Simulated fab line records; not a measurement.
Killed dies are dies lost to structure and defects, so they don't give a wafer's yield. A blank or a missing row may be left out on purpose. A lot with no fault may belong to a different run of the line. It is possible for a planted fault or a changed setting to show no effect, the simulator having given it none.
Lot-split experiment :: flow ritCmos :: route with 202 steps; 5 lots, 23 wafers read

== ON THE SPLIT ==
At RIT_FOX2_OXIDATION_00 (target thk 350.7 nm, ox time 1130 s), the setting tempC was moved away from the recipe's 1100 C on 10 of the 23 wafers read, by -1.6% to +1.7%. This setting was run at the recipe's value on the other wafers.

The reading comes from the split's own step.

== THE READING ==
SiO2_of_FOX2_OXIDATION_00.thkNm (the simulator's own value, which no gauge read), in nm, at RIT_FOX2_OXIDATION_00 (target thk 350.7 nm, ox time 1130 s). The file does not state a usual value for it. Across the 13 wafers here that went through the recipe, the average is 352.8 nm and the standard deviation 7 nm.

wafer: L074.1
tool, chamber at the split: -, -
tempC as run, C: 1100
against the recipe: recipe
SiO2_of_FOX2_OXIDATION_00.thkNm, nm: 353
against lot-mates on the recipe: -

wafer: L074.2
tool, chamber at the split: -, -
tempC as run, C: 1100
against the recipe: recipe
SiO2_of_FOX2_OXIDATION_00.thkNm, nm: 349.5
against lot-mates on the recipe: -

wafer: L074.4
tool, chamber at the split: -, -
tempC as run, C: 1100
against the recipe: recipe
SiO2_of_FOX2_OXIDATION_00.thkNm, nm: 347.2
against lot-mates on the recipe: -

wafer: L074.5
tool, chamber at the split: -, -
tempC as run, C: 1100
against the recipe: recipe
SiO2_of_FOX2_OXIDATION_00.thkNm, nm: 346.7
against lot-mates on the recipe: -

wafer: L074.6
tool, chamber at the split: -, -
tempC as run, C: 1100
against the recipe: recipe
SiO2_of_FOX2_OXIDATION_00.thkNm, nm: 351.6
against lot-mates on the recipe: -

wafer: L078.1
tool, chamber at the split: -, -
tempC as run, C: 1119
against the recipe: +1.7%
SiO2_of_FOX2_OXIDATION_00.thkNm, nm: 374.3
against lot-mates on the recipe: no lot-mate on the recipe

wafer: L078.2
tool, chamber at the split: -, -
tempC as run, C: 1119
against the recipe: +1.7%
SiO2_of_FOX2_OXIDATION_00.thkNm, nm: 376.1
against lot-mates on the recipe: no lot-mate on the recipe

wafer: L078.3
tool, chamber at the split: -, -
tempC as run, C: 1119
against the recipe: +1.7%
SiO2_of_FOX2_OXIDATION_00.thkNm, nm: 371.4
against lot-mates on the recipe: no lot-mate on the recipe

wafer: L078.4
tool, chamber at the split: -, -
tempC as run, C: 1119
against the recipe: +1.7%
SiO2_of_FOX2_OXIDATION_00.thkNm, nm: 369.5
against lot-mates on the recipe: no lot-mate on the recipe

wafer: L078.5
tool, chamber at the split: -, -
tempC as run, C: 1119
against the recipe: +1.7%
SiO2_of_FOX2_OXIDATION_00.thkNm, nm: 373.6
against lot-mates on the recipe: no lot-mate on the recipe

wafer: L081.4
tool, chamber at the split: furnace-01, 0
tempC as run, C: 1100
against the recipe: recipe
SiO2_of_FOX2_OXIDATION_00.thkNm, nm: 347.4
against lot-mates on the recipe: -

wafer: L081.5
tool, chamber at the split: furnace-01, 0
tempC as run, C: 1100
against the recipe: recipe
SiO2_of_FOX2_OXIDATION_00.thkNm, nm: 346.7
against lot-mates on the recipe: -

wafer: L081.6
tool, chamber at the split: furnace-01, 0
tempC as run, C: 1100
against the recipe: recipe
SiO2_of_FOX2_OXIDATION_00.thkNm, nm: 341.9
against lot-mates on the recipe: -

wafer: L082.1
tool, chamber at the split: -, -
tempC as run, C: 1100
against the recipe: recipe
SiO2_of_FOX2_OXIDATION_00.thkNm, nm: 353.8
against lot-mates on the recipe: -

wafer: L082.3
tool, chamber at the split: -, -
tempC as run, C: 1100
against the recipe: recipe
SiO2_of_FOX2_OXIDATION_00.thkNm, nm: 361.8
against lot-mates on the recipe: -

wafer: L082.4
tool, chamber at the split: -, -
tempC as run, C: 1100
against the recipe: recipe
SiO2_of_FOX2_OXIDATION_00.thkNm, nm: 365.6
against lot-mates on the recipe: -

wafer: L082.5
tool, chamber at the split: -, -
tempC as run, C: 1100
against the recipe: recipe
SiO2_of_FOX2_OXIDATION_00.thkNm, nm: 362.2
against lot-mates on the recipe: -

wafer: L082.6
tool, chamber at the split: -, -
tempC as run, C: 1100
against the recipe: recipe
SiO2_of_FOX2_OXIDATION_00.thkNm, nm: 359
against lot-mates on the recipe: -

wafer: L083.1
tool, chamber at the split: -, -
tempC as run, C: 1082
against the recipe: -1.6%
SiO2_of_FOX2_OXIDATION_00.thkNm, nm: 325.9
against lot-mates on the recipe: no lot-mate on the recipe

wafer: L083.2
tool, chamber at the split: -, -
tempC as run, C: 1082
against the recipe: -1.6%
SiO2_of_FOX2_OXIDATION_00.thkNm, nm: 321.4
against lot-mates on the recipe: no lot-mate on the recipe

wafer: L083.3
tool, chamber at the split: -, -
tempC as run, C: 1082
against the recipe: -1.6%
SiO2_of_FOX2_OXIDATION_00.thkNm, nm: 322.3
against lot-mates on the recipe: no lot-mate on the recipe

wafer: L083.4
tool, chamber at the split: -, -
tempC as run, C: 1082
against the recipe: -1.6%
SiO2_of_FOX2_OXIDATION_00.thkNm, nm: 321.3
against lot-mates on the recipe: no lot-mate on the recipe

wafer: L083.5
tool, chamber at the split: -, -
tempC as run, C: 1082
against the recipe: -1.6%
SiO2_of_FOX2_OXIDATION_00.thkNm, nm: 318.8
against lot-mates on the recipe: no lot-mate on the recipe

THE FIT
A straight line over all 23 wafers: SiO2_of_FOX2_OXIDATION_00.thkNm changes by +15.1 nm for each +1% of tempC; r = +0.94; the points scatter about the line by 6.5 nm.
Too few moved wafers with a lot-mate on the recipe to fit a line net of each lot's own level.

== FILE'S OWN FIT ==
SiO2_of_FOX2_OXIDATION_00.thkNm changes by +15.1 nm for each +1% of tempC, r = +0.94.
